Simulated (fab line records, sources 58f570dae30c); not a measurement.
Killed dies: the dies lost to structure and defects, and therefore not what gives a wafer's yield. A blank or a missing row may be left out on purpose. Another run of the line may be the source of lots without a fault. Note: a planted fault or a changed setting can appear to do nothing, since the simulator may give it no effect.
A single fault, viewed from 2 desks	flow berkeley cmos170	what lay behind the numbers comes last; until then each desk has only its own

METROLOGY DESK
Means of the sampled wafers that have a number, per lot and without regard to the tool the lot ran on: this is what the gauges read. Marked OUT: a lot whose mean sits more than 4 standard deviations from the usual mean, which makes it out of limits; the brackets give that distance.
Columns: A = cd nm at UCB170_NSD_CD_MEAS_06, usual 1199.8 nm; B = cd nm at UCB170_CONTACT_CD_MEAS_15, usual 700.0 nm
lot	first seen here	A	B
L554	day 6 12:16	1199.3	699.5
L553	day 6 12:32	1199.7	699.5
L556	day 7 04:50	1198.2	701.0
L555	day 7 05:22	1198.5	699.9
L557	day 7 18:58	1200.0	700.0
L558	day 7 19:02	1200.5	699.1
L559	day 8 06:20	1200.2	699.7
L560	day 8 06:38	1196.6	699.4
L561	day 8 15:41	1200.9	698.7
L563	day 9 11:24	1200.6	699.2
L564	day 9 11:39	1198.8	700.8
L568	day 10 01:53	1198.2	700.0
L569	day 10 04:04	1201.1	700.4
L574	day 11 07:08	1202.2	699.5
This desk's finding: nothing out of limits on any of the 14 lots.

DESK OF THE TOOL OWNER: rie si-01
The tool's own readings at UCB170_GATE_ETCH_15 (etches poly-Si in HBr/Cl2, stops on SiO2, time 56.3 s, target depth 278.2 nm): means of the sampled wafers that have a number, for each lot that ran on this tool. Marked OUT: a lot whose mean sits more than 4 standard deviations from the usual mean, which makes it out of limits; the brackets give that distance.
Columns: A = HBr_flow_sccm at UCB170_GATE_ETCH_15, usual 150.0 sccm; B = bias w at UCB170_GATE_ETCH_15, usual 150.0 W; C = chamber pressure mTorr at UCB170_GATE_ETCH_15, usual 15.001 mTorr; D = drypump motor current A at UCB170_GATE_ETCH_15, usual 5.4 A; E = oes product au at UCB170_GATE_ETCH_15, usual 0.832 a.u.; F = throttle valve pct at UCB170_GATE_ETCH_15, usual 26.51 %
lot	first seen here	A	B	C	D	E	F
L555	day 6 13:04	150.7	149.8	14.996	5.0	0.838	26.84
L558	day 7 03:22	150.3	149.9	14.998	5.4	0.820	26.67
L560	day 7 18:16	149.8	149.8	15.017	5.3	0.826	26.72
L561	day 8 02:43	150.2	150.4	15.005	5.8	0.824	26.58
L564	day 8 20:40	150.2	149.9	15.003	5.4	0.827	26.75
L568	day 9 11:19	150.3	200.3 (+99 or more) OUT	14.989	5.0	0.825	26.77
L569	day 9 15:20	149.8	200.2 (+99 or more) OUT	14.980	5.4	0.824	26.67
This desk finds L568, L569 out of limits, L568 being first, at day 9 11:19 (bias w at UCB170_GATE_ETCH_15). In limits: L555, L558, L560, L561, L564.

BROUGHT TOGETHER
On L568, L569, at day 9 11:19, an alarm was possible from the tool owner's desk.
The metrology desk saw nothing out of limits.
The metrology desk holds a record of L568, L569, inside its limits.
UCB170_GATE_ETCH_15 was run on rie si-01 by each of the lots named.

WHAT THE SIMULATOR HAD INSERTED
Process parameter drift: rie si-01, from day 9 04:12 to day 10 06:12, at UCB170_GATE_ETCH_15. From 150, the setting bias w moved by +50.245.
Shown lots that were struck: L568, L569.
How many hours passed from the start of the fault until each desk's first out-of-limits reading: the tool owner's desk, 7.
